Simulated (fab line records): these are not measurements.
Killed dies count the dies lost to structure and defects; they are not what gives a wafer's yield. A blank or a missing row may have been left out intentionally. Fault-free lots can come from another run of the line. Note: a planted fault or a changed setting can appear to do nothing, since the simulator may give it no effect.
The tool behind it: which one? || flow rit_cmos || 42 wafers from 14 lots sampled at 2 of the route's 202 steps

== WHAT THE GAUGES SHOWED, per wafer ==
The record holds no reading of a measuring or inspecting step that can be judged against a usual standard deviation.

== WHICH TOOL RAN EACH LOT (tool, then ch and the chambers of the sampled wafers, then the start) ==
{"lot": "L783", "RIT_CONTACT_STRIP_12": "plasma_asher-01 ch 0,1, day 3 22:11", "RIT_M1_PROBE_99": "prober-01, day 4 03:01"}
{"lot": "L786", "RIT_CONTACT_STRIP_12": "plasma_asher-03 ch 0,1, day 4 10:55", "RIT_M1_PROBE_99": "prober-02, day 4 15:44"}
{"lot": "L787", "RIT_CONTACT_STRIP_12": "plasma_asher-01 ch 0,1, day 4 11:06", "RIT_M1_PROBE_99": "prober-01, day 4 17:14"}
{"lot": "L788", "RIT_CONTACT_STRIP_12": "plasma_asher-03 ch 0,1, day 4 14:58", "RIT_M1_PROBE_99": "prober-02, day 4 19:51"}
{"lot": "L789", "RIT_CONTACT_STRIP_12": "plasma_asher-03 ch 0,1, day 5 02:01", "RIT_M1_PROBE_99": "prober-01, day 5 06:56"}
{"lot": "L791", "RIT_CONTACT_STRIP_12": "plasma_asher-03 ch 0,1, day 5 04:12", "RIT_M1_PROBE_99": "prober-02, day 5 09:04"}
{"lot": "L790", "RIT_CONTACT_STRIP_12": "plasma_asher-03 ch 0,1, day 5 08:29", "RIT_M1_PROBE_99": "prober-01, day 5 13:11"}
{"lot": "L792", "RIT_CONTACT_STRIP_12": "plasma_asher-01 ch 0,1, day 5 14:35", "RIT_M1_PROBE_99": "prober-02, day 5 19:22"}
{"lot": "L798", "RIT_CONTACT_STRIP_12": "plasma_asher-01 ch 0,1, day 6 21:44", "RIT_M1_PROBE_99": "prober-02, day 7 02:42"}
{"lot": "L799", "RIT_CONTACT_STRIP_12": "plasma_asher-04 ch 1, day 7 00:16", "RIT_M1_PROBE_99": "prober-01, day 7 05:13"}
{"lot": "L800", "RIT_CONTACT_STRIP_12": "plasma_asher-04 ch 0,1, day 7 07:26", "RIT_M1_PROBE_99": "prober-02, day 7 12:10"}
{"lot": "L801", "RIT_CONTACT_STRIP_12": "plasma_asher-01 ch 0,1, day 7 08:31", "RIT_M1_PROBE_99": "prober-01, day 7 13:46"}
{"lot": "L803", "RIT_CONTACT_STRIP_12": "plasma_asher-01 ch 0,1, day 7 19:06", "RIT_M1_PROBE_99": "prober-01, day 8 00:10"}
{"lot": "L804", "RIT_CONTACT_STRIP_12": "plasma_asher-03 ch 0,1, day 7 23:56", "RIT_M1_PROBE_99": "prober-02, day 8 05:05"}
- RIT_CONTACT_STRIP_12: strips in O2, time 172.5 s.
- RIT_M1_PROBE_99

== AS READ BY THE TOOLS THEMSELVES (means over the sampled wafers that have a number; for cases with no such wafer, the mark the record gives instead) ==
RIT_CONTACT_STRIP_12. Usual: chamber_pressure_mTorr 4000 mTorr, standard deviation 3.7; drypump_motor_current_A 5.6 A, standard deviation 0.36.
{"lot": "L783", "tool": "plasma_asher-01", "chamber_pressure_mTorr (mTorr)": 4001, "drypump_motor_current_A (A)": 5.8, "flag": ""}
{"lot": "L786", "tool": "plasma_asher-03", "chamber_pressure_mTorr (mTorr)": 4002, "drypump_motor_current_A (A)": 5.1, "flag": ""}
{"lot": "L787", "tool": "plasma_asher-01", "chamber_pressure_mTorr (mTorr)": 4001, "drypump_motor_current_A (A)": 5.8, "flag": ""}
{"lot": "L788", "tool": "plasma_asher-03", "chamber_pressure_mTorr (mTorr)": 4000, "drypump_motor_current_A (A)": 5.2, "flag": ""}
{"lot": "L789", "tool": "plasma_asher-03", "chamber_pressure_mTorr (mTorr)": "-", "drypump_motor_current_A (A)": "-", "flag": "OFF"}
{"lot": "L791", "tool": "plasma_asher-03", "chamber_pressure_mTorr (mTorr)": "-", "drypump_motor_current_A (A)": "-", "flag": "OFF"}
{"lot": "L790", "tool": "plasma_asher-03", "chamber_pressure_mTorr (mTorr)": 4001, "drypump_motor_current_A (A)": 5.1, "flag": ""}
{"lot": "L792", "tool": "plasma_asher-01", "chamber_pressure_mTorr (mTorr)": 3997, "drypump_motor_current_A (A)": 5.8, "flag": ""}
{"lot": "L798", "tool": "plasma_asher-01", "chamber_pressure_mTorr (mTorr)": 4001, "drypump_motor_current_A (A)": 5.8, "flag": ""}
{"lot": "L799", "tool": "plasma_asher-04", "chamber_pressure_mTorr (mTorr)": 4000, "drypump_motor_current_A (A)": 6.0, "flag": ""}
{"lot": "L800", "tool": "plasma_asher-04", "chamber_pressure_mTorr (mTorr)": 4001, "drypump_motor_current_A (A)": 5.9, "flag": ""}
{"lot": "L801", "tool": "plasma_asher-01", "chamber_pressure_mTorr (mTorr)": 4003, "drypump_motor_current_A (A)": 5.8, "flag": ""}
{"lot": "L803", "tool": "plasma_asher-01", "chamber_pressure_mTorr (mTorr)": 4000, "drypump_motor_current_A (A)": 5.8, "flag": ""}
{"lot": "L804", "tool": "plasma_asher-03", "chamber_pressure_mTorr (mTorr)": 4002, "drypump_motor_current_A (A)": 5.1, "flag": ""}

RIT_M1_PROBE_99. Usual: killed_at_contacts 0.1, standard deviation 0.23; killed_at_front_end 6.6, standard deviation 2.8; killed_dies 6.6, standard deviation 2.8; killed_on_rim 1.8, standard deviation 1.4; killed_open 3.3, standard deviation 2; killed_short 3.2, standard deviation 1.7.
{"lot": "L783", "tool": "prober-01", "killed_at_contacts": 0.0, "killed_at_front_end": 4.7, "killed_dies": 4.7, "killed_on_rim": 1.7, "killed_open": 2.0, "killed_short": 2.7, "flag": ""}
{"lot": "L786", "tool": "prober-02", "killed_at_contacts": 0.0, "killed_at_front_end": 8.7, "killed_dies": 8.7, "killed_on_rim": 2.7, "killed_open": 4.7, "killed_short": 4.0, "flag": ""}
{"lot": "L787", "tool": "prober-01", "killed_at_contacts": 0.0, "killed_at_front_end": 5.7, "killed_dies": 5.7, "killed_on_rim": 2.3, "killed_open": 2.3, "killed_short": 3.3, "flag": ""}
{"lot": "L788", "tool": "prober-02", "killed_at_contacts": 0.0, "killed_at_front_end": 8.0, "killed_dies": 8.0, "killed_on_rim": 1.3, "killed_open": 3.3, "killed_short": 4.0, "flag": ""}
{"lot": "L789", "tool": "prober-01", "killed_at_contacts": 0.0, "killed_at_front_end": 6.7, "killed_dies": 264.0, "killed_on_rim": 70.0, "killed_open": 3.7, "killed_short": 3.0, "flag": "OFF"}
{"lot": "L791", "tool": "prober-02", "killed_at_contacts": 0.0, "killed_at_front_end": 7.7, "killed_dies": 264.0, "killed_on_rim": 70.0, "killed_open": 3.3, "killed_short": 4.3, "flag": "OFF"}
{"lot": "L790", "tool": "prober-01", "killed_at_contacts": 0.0, "killed_at_front_end": 4.3, "killed_dies": 4.3, "killed_on_rim": 1.0, "killed_open": 1.3, "killed_short": 2.7, "flag": ""}
{"lot": "L792", "tool": "prober-02", "killed_at_contacts": 0.3, "killed_at_front_end": 9.0, "killed_dies": 9.3, "killed_on_rim": 1.3, "killed_open": 4.3, "killed_short": 5.0, "flag": ""}
{"lot": "L798", "tool": "prober-02", "killed_at_contacts": 0.0, "killed_at_front_end": 11.3, "killed_dies": 11.3, "killed_on_rim": 4.0, "killed_open": 6.3, "killed_short": 4.3, "flag": ""}
{"lot": "L799", "tool": "prober-01", "killed_at_contacts": 0.3, "killed_at_front_end": 3.3, "killed_dies": 3.7, "killed_on_rim": 2.0, "killed_open": 2.0, "killed_short": 1.7, "flag": ""}
{"lot": "L800", "tool": "prober-02", "killed_at_contacts": 0.0, "killed_at_front_end": 7.7, "killed_dies": 7.7, "killed_on_rim": 2.0, "killed_open": 2.7, "killed_short": 4.7, "flag": ""}
{"lot": "L801", "tool": "prober-01", "killed_at_contacts": 0.0, "killed_at_front_end": 6.3, "killed_dies": 6.3, "killed_on_rim": 1.7, "killed_open": 3.7, "killed_short": 2.3, "flag": ""}
{"lot": "L803", "tool": "prober-01", "killed_at_contacts": 0.0, "killed_at_front_end": 7.3, "killed_dies": 7.3, "killed_on_rim": 2.7, "killed_open": 3.7, "killed_short": 3.7, "flag": ""}
{"lot": "L804", "tool": "prober-02", "killed_at_contacts": 0.0, "killed_at_front_end": 7.3, "killed_dies": 7.3, "killed_on_rim": 1.7, "killed_open": 4.0, "killed_short": 3.3, "flag": ""}

== THE ANSWER, worked out from the rows above alone ==
Rule: a lot is off if the mean of its wafers that have a number lies more than 3 standard deviations from the usual mean. Also off: a lot with no number at a reading for which 4 or more lots have one. Where the step has rows for the other lots, those lots are counted as sound. After the gauges, taken in route order, come the tools' own readings; for these a lot's mean is taken, as printed above. The first step at which some lot is off is used, and at that step the reading that is off furthest; a lot without a number counts as furthest.
Off at RIT_CONTACT_STRIP_12 (chamber_pressure_mTorr): L789, L791. Without a number there: L789, L791.
A tool fits if, at that step or a process step before it, it ran every lot that is off, and no sound lot after the first of them. Of those tried, none fits.

== WHAT THE SIMULATOR PUT IN ==
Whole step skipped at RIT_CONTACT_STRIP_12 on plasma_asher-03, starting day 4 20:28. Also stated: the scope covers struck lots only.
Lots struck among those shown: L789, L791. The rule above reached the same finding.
